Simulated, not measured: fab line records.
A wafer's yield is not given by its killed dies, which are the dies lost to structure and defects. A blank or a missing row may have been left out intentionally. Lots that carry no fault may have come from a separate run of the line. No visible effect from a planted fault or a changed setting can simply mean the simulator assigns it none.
Problem report in the 8D (eight disciplines) form, filled by code || flow ritCmos || the parts of the form that need people (team, actions taken, sign-off) are left out

== 1. PROBLEM STATEMENT ==
M1_AL_RS at RIT_M1_RS_MEAS_01 reads a mean of 0.0792 ohm/sq on 2 wafers of 2 lots; wafers without a fault read 0.0736 ohm/sq with a standard deviation of 0.00073. That puts it +7.7 standard deviations away from the usual mean.
The step: measures by four-point-probe.
The first sign was on wafer L575.2 at day 6 14:58, on filmMetro-01. The record holds 39 wafers of 13 lots with a number at this step. Rule for "out" (also "out of limits"): further than 4 standard deviations from the usual mean. The rest of the wafers with a number are treated as sound.

== 2. WHAT IT IS, WHAT IT ISN'T ==
{"question": "which readings at this step", "is": "M1_AL_RS", "is not": "-"}
{"question": "which lots", "is": "L575, L577", "is not": "L560, L562, L563, L564, L565, L566, L567, L570, L578, L580, L582"}
{"question": "which wafers of those lots", "is": "L575.2, L577.4", "is not": "L575.3, L575.6, L577.3, L577.6"}
{"question": "read on which gauges", "is": "filmMetro-01", "is not": "filmMetro-03, filmMetro-04"}
{"question": "when", "is": "from day 6 14:58", "is not": "up to then (26 sound wafers); but 11 sound wafers of L577, L578, L580, L582 came after"}

== 3. WHAT RULES OUT EACH SUSPECT ==
Counting: any tool at a process step up to the reading remains a suspect provided it ran every lot that is out. Sound lots after the first of them don't rule it out here, since some wafers of a struck lot are sound.
- the gauge at RIT_M1_RS_MEAS_01 has been ruled out. All the wafers that are out were read on filmMetro-01, but those of them that RIT_M1_SPUTTER_00 has rows for are out there too, on other tools.
- pvdSputter-02 at RIT_M1_SPUTTER_00 (material Al, target thk 400 nm, time 500 s): kept. Ran every lot that is out, first one L575 (day 6 14:38); last sound lot up to then L570 (day 5 18:37). Its own readings are out on those wafers: chamberPressurePa, throttleValvePct.
Remaining after the count: pvdSputter-02 at RIT_M1_SPUTTER_00.

== 4. THE CAUSE (what the simulator had put in) ==
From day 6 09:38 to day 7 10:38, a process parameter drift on pvdSputter-02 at RIT_M1_SPUTTER_00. The setting chamberPressurePa was moved by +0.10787, starting from 0.4. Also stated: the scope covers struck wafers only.
This tool alone remained once counting was done.

== 5. THE CHAIN OF EFFECTS, in route order ==
Rows list readings where the struck wafers' mean (over those with a number) sits beyond 3 standard deviations from the usual. Only readings whose record carries a usual standard deviation are examined. hours: median over the lots of the time between each lot's start at the first step of this table that gives one and its start at this step. sigmas: the change, counted in usual standard deviations.
{"hours": 0, "step": "RIT_M1_SPUTTER_00", "reading": "chamberPressurePa", "usual": "0.3999 Pa", "on struck wafers": 0.5086, "change": "+0.1087", "sigmas": "+99 or more"}
{"hours": 0, "step": "RIT_M1_SPUTTER_00", "reading": "throttleValvePct", "usual": "30.0 %", "on struck wafers": 25.8, "change": -4.2, "sigmas": -5.1}
{"hours": 0, "step": "RIT_M1_RS_MEAS_01", "reading": "M1_AL_RS", "usual": "0.0736 ohm/sq", "on struck wafers": 0.0792, "change": "+0.0056", "sigmas": "+7.7"}
{"hours": 0, "step": "RIT_M1_THK_MEAS_02", "reading": "M1_AL_THK", "usual": "401 nm", "on struck wafers": 375, "change": -26, "sigmas": -6.0}
{"hours": 2, "step": "RIT_M1_METAL_ETCH_12", "reading": "oesProductAu", "usual": "0.768 a.u.", "on struck wafers": 0.732, "change": -0.036, "sigmas": -3.0}
Process steps it contains:
- RIT_M1_SPUTTER_00: material Al, target thk 400 nm, time 500 s.
- RIT_M1_METAL_ETCH_12: etches Al in Cl2/BCl3, stops on SiO2, time 165 s, target depth 600 nm.
Later measuring or inspecting steps at which every struck wafer that the step has a row for has a number for every such reading, and none has moved that far: RIT_M1_OVL_MEAS_10.

== 6. HOW IT WOULD HAVE BEEN CAUGHT EARLIER ==
Counted from the fault's start at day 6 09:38, it took 5 hours until the first out-of-limits reading at a measuring or inspecting step in this record, taken at day 6 14:58.
Tool's own readings at RIT_M1_SPUTTER_00, chamberPressurePa, throttleValvePct: out on all struck wafers the step has rows for; an alarm limit on them would have tripped on the first.
Lots out: 2; of these, L577 started RIT_M1_SPUTTER_00 on pvdSputter-02 after day 6 14:58. A hold on the tool at that time would have spared it.
